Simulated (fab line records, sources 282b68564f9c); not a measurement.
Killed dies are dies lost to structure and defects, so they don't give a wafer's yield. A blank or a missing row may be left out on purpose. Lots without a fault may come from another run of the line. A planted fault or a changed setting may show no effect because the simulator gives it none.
A struck lot beside a sound one | flow rit_cmos | 44 steps out of a route of 202
Sound: wafers L721.1, L721.3, L721.5. Struck: wafers L733.4, L733.5, L733.6. The cause comes at the end.
At each step with rows: each side's tool, then ch and its chambers, then its first start. Under that, the readings that differ: sound wafers | struck wafers | difference of the means | sigmas: that difference in standard deviations of wafers without a fault.
alike: readings whose means differ by less than 2 such deviations, and words and numbers that are the same on both sides. not compared: withheld readings, readings that some wafer has no value for, bounds like >300 that may hide the same value, and numbers for which the record gives no deviation and whose values overlap.
The two part at a step that has a row with sigmas, a row that says differs or no value, or rows on one side only. Numbers that don't overlap but have no deviation are shown without sigmas and don't part them. A reading that every wafer of one side lacks parts them only if that side has two wafers or more.

first, 2 steps without rows for these wafers: RIT_NLDD_HARDBAKE_07 (time 60 s); RIT_NLDD_IMPLANT_08.
RIT_NLDD_STRIP_09: strips in O2, time 180 s.
  sound on plasma_asher-04 ch 0,1, day 3 17:35; struck on plasma_asher-03 ch 0,1, day 6 09:55
  alike: drypump_motor_current_A
  not compared: rf_hours_counter_h
RIT_NLDD_TW_MEAS_10:
  sound on film_metro-02, day 3 17:46; struck on film_metro-04, day 6 10:04
  alike: NLDD_TW
then, 6 steps without rows for these wafers: RIT_PLDD_HMDS_00 (prime time 60 s); RIT_PLDD_COAT_01 (resist thk 1000 nm); RIT_PLDD_SOFTBAKE_02 (time 60 s); RIT_PLDD_EXPOSE_03 (exposes mask M8, target cd 40900 nm); RIT_PLDD_PEB_04; RIT_PLDD_DEVELOP_05 (develop time 50 s).
RIT_PLDD_OVL_MEAS_06:
  sound on overlay-02, day 3 18:48; struck on overlay-01, day 6 10:58
  alike: PLDD_OVL
then, 1 step without rows for these wafers: RIT_PLDD_HARDBAKE_07 (time 60 s).
RIT_PLDD_IMPLANT_08:
  sound on implanter-02 ch 0, day 3 18:59; struck on implanter-01 ch 0, day 6 11:31
  alike: beam_on_s, faraday_current_uA
RIT_PLDD_STRIP_09: strips in O2, time 180 s.
  sound on plasma_asher-02 ch 0,1, day 3 19:08; struck on plasma_asher-03 ch 0,1, day 6 11:39
  alike: drypump_motor_current_A
  not compared: rf_hours_counter_h
RIT_PLDD_TW_MEAS_10:
  sound on film_metro-04, day 3 19:19; struck on film_metro-04, day 6 11:48
  reading | sound          | struck         | difference | sigmas
  PLDD_TW | 2336 2342 2336 | 2732 2730 2716 | +388       | +19
then, 4 steps without rows for these wafers: RIT_SPACER_CLEAN_00 (cleans in SC1, time 600 s); RIT_SPACER_CLEAN_01 (cleans in dHF, time 30 s); RIT_SPACER_CLEAN_02 (cleans in SC2, time 600 s); RIT_SPACER_CVD_03 (deposits Si3N4 from SiH2Cl2/NH3, target thk 250 nm, time 3300 s).
RIT_SPACER_THK_MEAS_04:
  sound on film_metro-04, day 3 21:40; struck on film_metro-04, day 6 16:09
  alike: SPACER_NITRIDE_THK
RIT_SPACER_ETCHBACK_05: etches Si3N4 in SF6/CHF3, stops on SiO2, target depth 250 nm, time 240 s.
  sound on rie_diel-03 ch 0,1,3, day 3 21:44; struck on rie_diel-02 ch 0,1,3, day 6 16:11
  alike: drypump_motor_current_A, oes_product_au, throttle_valve_pct
  not compared: rf_hours_counter_h
then, 6 steps without rows for these wafers: RIT_NSD_HMDS_00 (prime time 60 s); RIT_NSD_COAT_01 (resist thk 1000 nm); RIT_NSD_SOFTBAKE_02 (time 60 s); RIT_NSD_EXPOSE_03 (exposes mask M9, target cd 40700 nm); RIT_NSD_PEB_04; RIT_NSD_DEVELOP_05 (develop time 50 s).
RIT_NSD_OVL_MEAS_06:
  sound on overlay-01, day 3 22:51; struck on overlay-01, day 6 17:26
  alike: NSD_OVL
then, 2 steps without rows for these wafers: RIT_NSD_HARDBAKE_07 (time 60 s); RIT_NSD_IMPLANT_08.
RIT_NSD_STRIP_09: strips in O2, time 180 s.
  sound on plasma_asher-02 ch 0,1, day 3 23:11; struck on plasma_asher-02 ch 0,1, day 6 18:05
  alike: drypump_motor_current_A
  not compared: rf_hours_counter_h
RIT_NSD_TW_MEAS_10:
  sound on film_metro-04, day 3 23:22; struck on film_metro-03, day 6 18:13
  reading | sound          | struck         | difference | sigmas
  NSD_TW  | 3099 3091 3117 | 3175 3157 3174 | +66        | +3
then, 6 steps without rows for these wafers: RIT_PSD_HMDS_00 (prime time 60 s); RIT_PSD_COAT_01 (resist thk 1000 nm); RIT_PSD_SOFTBAKE_02 (time 60 s); RIT_PSD_EXPOSE_03 (exposes mask M10, target cd 40900 nm); RIT_PSD_PEB_04; RIT_PSD_DEVELOP_05 (develop time 50 s).
RIT_PSD_OVL_MEAS_06:
  sound on overlay-02, day 4 00:25; struck on overlay-02, day 6 19:16
  alike: PSD_OVL
then, 2 steps without rows for these wafers: RIT_PSD_HARDBAKE_07 (time 60 s); RIT_PSD_IMPLANT_08.
RIT_PSD_STRIP_09: strips in O2, time 180 s.
  sound on plasma_asher-03 ch 0,1, day 4 00:57; struck on plasma_asher-04 ch 0,1, day 6 19:38
  alike: drypump_motor_current_A
  not compared: rf_hours_counter_h
RIT_SDANNEAL_RS_MEAS_06: measures by four-point-probe.
  sound on film_metro-04, day 4 01:51; struck on film_metro-02, day 6 20:41
  reading          | sound             | struck            | difference | sigmas
  PLDD_RS (ohm/sq) | 178.1 178.3 178.1 | 151.9 151.8 152.0 | -26.3      | -55
RIT_M1_PROBE_99:
  sound on prober-01, day 4 09:02; struck on prober-01, day 7 04:01
  alike: killed_at_contacts, killed_at_front_end, killed_dies, killed_open, killed_short

WHERE THEY PART
First at RIT_PLDD_TW_MEAS_10; last, within this record, at RIT_SDANNEAL_RS_MEAS_06. Later steps at which nothing parts them and some readings are alike: RIT_M1_PROBE_99.

WHY: what the simulator had put in
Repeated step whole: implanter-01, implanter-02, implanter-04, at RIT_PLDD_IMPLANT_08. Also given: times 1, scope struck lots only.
